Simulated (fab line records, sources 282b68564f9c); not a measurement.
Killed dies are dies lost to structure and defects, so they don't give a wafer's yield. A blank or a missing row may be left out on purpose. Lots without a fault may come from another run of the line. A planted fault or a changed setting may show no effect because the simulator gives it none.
A struck lot beside a sound one | flow rit_cmos | 15 steps out of a route of 202
Sound: wafers L372.1, L372.5, L372.6. Struck: wafers L375.4, L375.6. (L375.1 of the same lot was not struck and is left out.) The cause comes at the end.
At each step with rows: each side's tool, then ch and its chambers, then its first start. Under that, the readings that differ: sound wafers | struck wafers | difference of the means | sigmas: that difference in standard deviations of wafers without a fault.
alike: readings whose means differ by less than 2 such deviations, and words and numbers that are the same on both sides. not compared: withheld readings, readings that some wafer has no value for, bounds like >300 that may hide the same value, and numbers for which the record gives no deviation and whose values overlap.
The two part at a step that has a row with sigmas, a row that says differs or no value, or rows on one side only. Numbers that don't overlap but have no deviation are shown without sigmas and don't part them. A reading that every wafer of one side lacks parts them only if that side has two wafers or more.

RIT_CONTACT_CVD_00: deposits SiO2 from TEOS, target thk 400 nm, time 61 s.
  sound on pecvd-03 ch 1,2, day 3 03:21; struck on pecvd-03 ch 0,2, day 3 18:07
  alike: heater_power_w
RIT_CONTACT_THK_MEAS_01:
  sound on film_metro-04, day 3 03:24; struck on film_metro-04, day 3 18:10
  alike: CONTACT_TEOS_THK
then, 6 steps without rows for these wafers: RIT_CONTACT_HMDS_02 (prime time 60 s); RIT_CONTACT_COAT_03 (resist thk 1000 nm); RIT_CONTACT_SOFTBAKE_04 (time 60 s); RIT_CONTACT_EXPOSE_05 (exposes mask M11, target cd 1000 nm); RIT_CONTACT_PEB_06; RIT_CONTACT_DEVELOP_07 (develop time 120 s).
RIT_CONTACT_CD_MEAS_08: target cd 1000 nm.
  sound on cd_sem-02, day 3 04:25; struck on cd_sem-01, day 3 19:19
  alike: cd_nm
RIT_CONTACT_OVL_MEAS_09:
  sound on overlay-01, day 3 04:32; struck on overlay-02, day 3 19:26
  alike: CONTACT_OVL
then, 1 step without rows for these wafers: RIT_CONTACT_HARDBAKE_10 (time 60 s).
RIT_CONTACT_ETCH_11: etches SiO2 in CHF3/CF4/Ar, stops on TiSi2, target depth 480 nm, time 320 s.
  sound on rie_diel-04 ch 1,2, day 3 04:50; struck on rie_diel-04 ch 2,3, day 3 19:37
  alike: drypump_motor_current_A, oes_product_au, throttle_valve_pct
  not compared: rf_hours_counter_h
RIT_CONTACT_STRIP_12: strips in O2, time 180 s.
  sound on plasma_asher-04 ch 0,1, day 3 05:02; struck on plasma_asher-02 ch 0, day 3 19:49
  reading          | sound             | struck      | difference | sigmas
  run_length_s (s) | 208.4 208.3 207.6 | 214.3 213.9 | +6.0       | +14
  alike: drypump_motor_current_A
  not compared: rf_hours_counter_h
RIT_CONTACT_CD_MEAS_90: target cd 1000 nm.
  sound on cd_sem-02, day 3 05:12; struck on cd_sem-02, day 3 19:59
  alike: cd_nm
RIT_M1_PROBE_99:
  sound on prober-01, day 3 10:28; struck on prober-02, day 4 01:49
  alike: killed_at_M0_to_M3, killed_at_front_end, killed_dies, killed_open, killed_short

WHERE THEY PART
Only at RIT_CONTACT_STRIP_12, within this record. Later steps at which nothing parts them and some readings are alike: RIT_CONTACT_CD_MEAS_90, RIT_M1_PROBE_99.

WHY: what the simulator had put in
Process parameter drift: plasma_asher-02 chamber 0, from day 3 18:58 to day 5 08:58, at RIT_CONTACT_STRIP_12. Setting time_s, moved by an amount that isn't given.
